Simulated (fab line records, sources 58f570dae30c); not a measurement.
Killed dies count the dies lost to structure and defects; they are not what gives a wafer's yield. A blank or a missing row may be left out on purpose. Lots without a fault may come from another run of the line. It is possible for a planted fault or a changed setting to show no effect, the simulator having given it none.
One fault seen from 2 desks :: flow berkeley-cmos170 :: each desk holds nothing but its own numbers, with what lay behind them at the end

AT THE TOOL OWNER'S DESK: litho-track-03
UCB170_M3_COAT_09, tool's own readings: per-lot mean of the sampled wafers with a number, covering each lot this tool ran. The brackets show how far a lot's mean lies from the usual mean; more than 4 standard deviations puts the lot out of limits, marked OUT.
Columns: A = dispense-pressure-kPa at UCB170_M3_COAT_09, usual 56.4 kPa; B = spin-speed-rpm at UCB170_M3_COAT_09, usual 2999.5 rpm
lot: L881
first seen here: day 9 15:14
A: 57.3
B: 2999.8

lot: L890
first seen here: day 11 11:02
A: 57.3
B: 3002.6

lot: L886
first seen here: day 11 18:50
A: 57.2
B: 2997.2

lot: L888
first seen here: day 11 19:43
A: 57.2
B: 3438.9 (+99 or more) OUT

lot: L894
first seen here: day 12 13:14
A: 57.3
B: 3435.6 (+99 or more) OUT
This desk's finding: out of limits on L888, L894; first on L888, day 11 19:43 (spin-speed-rpm at UCB170_M3_COAT_09). In limits: L881, L890, L886.

METROLOGY DESK
Lot by lot, what the gauges showed, no matter which tool ran the lot: averages of those sampled wafers that carry a number. The brackets show how far a lot's mean lies from the usual mean; more than 4 standard deviations puts the lot out of limits, marked OUT.
Columns: A = cd-nm at UCB170_V2_CD_MEAS_90, usual 700.5 nm
lot: L876
first seen here: day 8 16:24
A: 702.1

lot: L878
first seen here: day 9 04:01
A: 700.7

lot: L877
first seen here: day 9 07:02
A: 700.3

lot: L881
first seen here: day 9 13:53
A: 699.5

lot: L879
first seen here: day 9 14:58
A: 699.8

lot: L882
first seen here: day 10 13:53
A: 703.4

lot: L890
first seen here: day 11 08:28
A: 697.4

lot: L884
first seen here: day 11 16:29
A: 700.7

lot: L886
first seen here: day 11 17:02
A: 702.3

lot: L887
first seen here: day 11 17:30
A: 701.7

lot: L888
first seen here: day 11 17:44
A: 700.0

lot: L894
first seen here: day 12 09:59
A: 701.8

lot: L899
first seen here: day 13 10:50
A: 699.3

lot: L898
first seen here: day 13 11:22
A: 699.8
Result from this desk: across the 14 lots, nothing is out of limits.

PUT TOGETHER
At day 11 19:43, on L888, L894, the tool owner's desk was in a position to raise an alarm.
The metrology desk saw nothing out of limits.
The metrology desk holds a record of L888, L894, inside its limits.
UCB170_M3_COAT_09 was run on litho-track-03 by each of the lots named.

WHAT HAD BEEN PUT IN BY THE SIMULATOR
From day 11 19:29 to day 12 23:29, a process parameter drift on litho-track-03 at UCB170_M3_COAT_09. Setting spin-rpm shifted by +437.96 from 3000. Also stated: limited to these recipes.
Shown lots that were struck: L888, L894.
Delay in hours, fault start to first out-of-limits reading, by desk: the tool owner's desk at 0.
